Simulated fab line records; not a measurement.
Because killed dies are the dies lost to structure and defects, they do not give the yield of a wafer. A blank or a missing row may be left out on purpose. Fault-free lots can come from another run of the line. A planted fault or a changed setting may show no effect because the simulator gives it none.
Split-lot study / flow berkeleyCmos170 / 5 lots, 23 wafers read, on a route of 331 steps

THE SPLIT ITSELF
At UCB170_NLDD_IMPLANT_09, the setting doseCm2 was moved away from the recipe's 5e+13 on 5 of the 23 wafers read, by -5.1% to +2.3%. All remaining wafers had this setting at the recipe value.

FROM THE SPLIT TO THE READING: what the file shows between them, 7 steps
- UCB170_PSD_IMPLANT_08 (also split here: energyKev)
- UCB170_PSD_STRIP_09: strips in O2
- UCB170_NSD_IMPLANT_08 (also split here: doseCm2)
- UCB170_NSD_STRIP_09: strips in O2
- UCB170_NSD_CLEAN_11: cleans in SPM, time 600 s
- UCB170_SDANNEAL_RTA_01: time 5 s
- UCB170_SDANNEAL_RS_MEAS_03: measures by four-point-probe

THE READING
Measured at UCB170_SDANNEAL_RS_MEAS_05 by four-point probe: NLDD_RS, in ohm/sq. Fault-free wafers of this fab line usually give 615.9 ohm/sq, standard deviation 1.9 ohm/sq.

wafer=L079.1; tool, chamber at the split=implanter-04, 0; doseCm2 as run=5e+13; against the recipe=recipe; NLDD_RS, ohm/sq=613.4; against lot-mates on the recipe=-
wafer=L079.2; tool, chamber at the split=implanter-04, 0; doseCm2 as run=5e+13; against the recipe=recipe; NLDD_RS, ohm/sq=614.5; against lot-mates on the recipe=-
wafer=L079.3; tool, chamber at the split=implanter-04, 0; doseCm2 as run=5e+13; against the recipe=recipe; NLDD_RS, ohm/sq=613.3; against lot-mates on the recipe=-
wafer=L079.5; tool, chamber at the split=implanter-04, 0; doseCm2 as run=5e+13; against the recipe=recipe; NLDD_RS, ohm/sq=614.3; against lot-mates on the recipe=-
wafer=L079.6; tool, chamber at the split=implanter-04, 0; doseCm2 as run=5e+13; against the recipe=recipe; NLDD_RS, ohm/sq=616.1; against lot-mates on the recipe=-
wafer=L076.1; tool, chamber at the split=implanter-03, 0; doseCm2 as run=5.113e+13; against the recipe=+2.3%; NLDD_RS, ohm/sq=612.7; against lot-mates on the recipe=-3.5
wafer=L076.2; tool, chamber at the split=implanter-03, 0; doseCm2 as run=5e+13; against the recipe=recipe; NLDD_RS, ohm/sq=616.1; against lot-mates on the recipe=-
wafer=L076.4; tool, chamber at the split=implanter-03, 0; doseCm2 as run=5e+13; against the recipe=recipe; NLDD_RS, ohm/sq=616.2; against lot-mates on the recipe=-
wafer=L076.5; tool, chamber at the split=implanter-03, 0; doseCm2 as run=5.113e+13; against the recipe=+2.3%; NLDD_RS, ohm/sq=611.0; against lot-mates on the recipe=-5.2
wafer=L076.6; tool, chamber at the split=implanter-03, 0; doseCm2 as run=5.113e+13; against the recipe=+2.3%; NLDD_RS, ohm/sq=612.4; against lot-mates on the recipe=-3.8
wafer=L078.1; tool, chamber at the split=implanter-04, 0; doseCm2 as run=5e+13; against the recipe=recipe; NLDD_RS, ohm/sq=615.4; against lot-mates on the recipe=-
wafer=L078.2; tool, chamber at the split=implanter-04, 0; doseCm2 as run=5e+13; against the recipe=recipe; NLDD_RS, ohm/sq=618.6; against lot-mates on the recipe=-
wafer=L078.3; tool, chamber at the split=implanter-04, 0; doseCm2 as run=5e+13; against the recipe=recipe; NLDD_RS, ohm/sq=617.5; against lot-mates on the recipe=-
wafer=L078.5; tool, chamber at the split=implanter-04, 0; doseCm2 as run=5e+13; against the recipe=recipe; NLDD_RS, ohm/sq=618.1; against lot-mates on the recipe=-
wafer=L078.6; tool, chamber at the split=implanter-04, 0; doseCm2 as run=5e+13; against the recipe=recipe; NLDD_RS, ohm/sq=617.3; against lot-mates on the recipe=-
wafer=L077.1; tool, chamber at the split=implanter-02, 0; doseCm2 as run=4.747e+13; against the recipe=-5.1%; NLDD_RS, ohm/sq=627.4; against lot-mates on the recipe=+11.3
wafer=L077.2; tool, chamber at the split=implanter-02, 0; doseCm2 as run=4.747e+13; against the recipe=-5.1%; NLDD_RS, ohm/sq=625.2; against lot-mates on the recipe=+9.1
wafer=L077.3; tool, chamber at the split=implanter-02, 0; doseCm2 as run=5e+13; against the recipe=recipe; NLDD_RS, ohm/sq=615.0; against lot-mates on the recipe=-
wafer=L077.4; tool, chamber at the split=implanter-02, 0; doseCm2 as run=5e+13; against the recipe=recipe; NLDD_RS, ohm/sq=616.5; against lot-mates on the recipe=-
wafer=L077.6; tool, chamber at the split=implanter-02, 0; doseCm2 as run=5e+13; against the recipe=recipe; NLDD_RS, ohm/sq=616.7; against lot-mates on the recipe=-
wafer=L084.2; tool, chamber at the split=implanter-02, 0; doseCm2 as run=5e+13; against the recipe=recipe; NLDD_RS, ohm/sq=613.8; against lot-mates on the recipe=-
wafer=L084.3; tool, chamber at the split=implanter-02, 0; doseCm2 as run=5e+13; against the recipe=recipe; NLDD_RS, ohm/sq=614.0; against lot-mates on the recipe=-
wafer=L084.4; tool, chamber at the split=implanter-02, 0; doseCm2 as run=5e+13; against the recipe=recipe; NLDD_RS, ohm/sq=613.6; against lot-mates on the recipe=-

FIT RESULTS
A straight line over all 23 wafers: NLDD_RS changes by -1.98 ohm/sq for each +1% of doseCm2; r = -0.91; the points scatter about the line by 1.6 ohm/sq.
The same after taking each lot's own level away (the mean of its wafers on the recipe; 23 wafers): -1.97 ohm/sq for each +1%; r = -0.97; scatter 0.91 ohm/sq.
Per that fit: largest doseCm2 move, reading shift of 10 ohm/sq.
The span of the lots' own levels, 613.80 to 617.38 ohm/sq, comes to 1.9 times the standard deviation stated above.
The two slopes agree, so the slope changes little with the lot-to-lot level.
Check: +9.16 ohm/sq against its lot-mates is what the line predicts for one of the wafers moved furthest among these (-5.1%) when that wafer is left out of the fit. Against them it came out at +11.3 ohm/sq.

THESE WAFERS: OTHER SPLITS
Before the reading, these wafers also passed through other splits. Each is held against what the fit with the lots' levels taken away leaves over:
other split on the same wafers=UCB170_ZERO_COAT_01 spinRpm; wafers away from the commonest value=4; r with NLDD_RS (lot level and that fit taken away)=-0.16
other split on the same wafers=UCB170_NWELL_OXIDATION_01 oxTimeS; wafers away from the commonest value=15; r with NLDD_RS (lot level and that fit taken away)=+0.03
other split on the same wafers=UCB170_PWELL_CVD_05 pressureMtorr; wafers away from the commonest value=15; r with NLDD_RS (lot level and that fit taken away)=-0.08
other split on the same wafers=UCB170_ACTIVE_CVD_05 timeS; wafers away from the commonest value=15; r with NLDD_RS (lot level and that fit taken away)=-0.08
other split on the same wafers=UCB170_FIELD_OXIDATION_01 oxTimeS; wafers away from the commonest value=18; r with NLDD_RS (lot level and that fit taken away)=-0.08
other split on the same wafers=UCB170_PSD_IMPLANT_08 energyKev; wafers away from the commonest value=5; r with NLDD_RS (lot level and that fit taken away)=+0.37
other split on the same wafers=UCB170_NSD_IMPLANT_08 doseCm2; wafers away from the commonest value=6; r with NLDD_RS (lot level and that fit taken away)=+0.05

FILE'S OWN FIT
NLDD_RS changes by -1.99 ohm/sq for each +1% of doseCm2, r = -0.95.
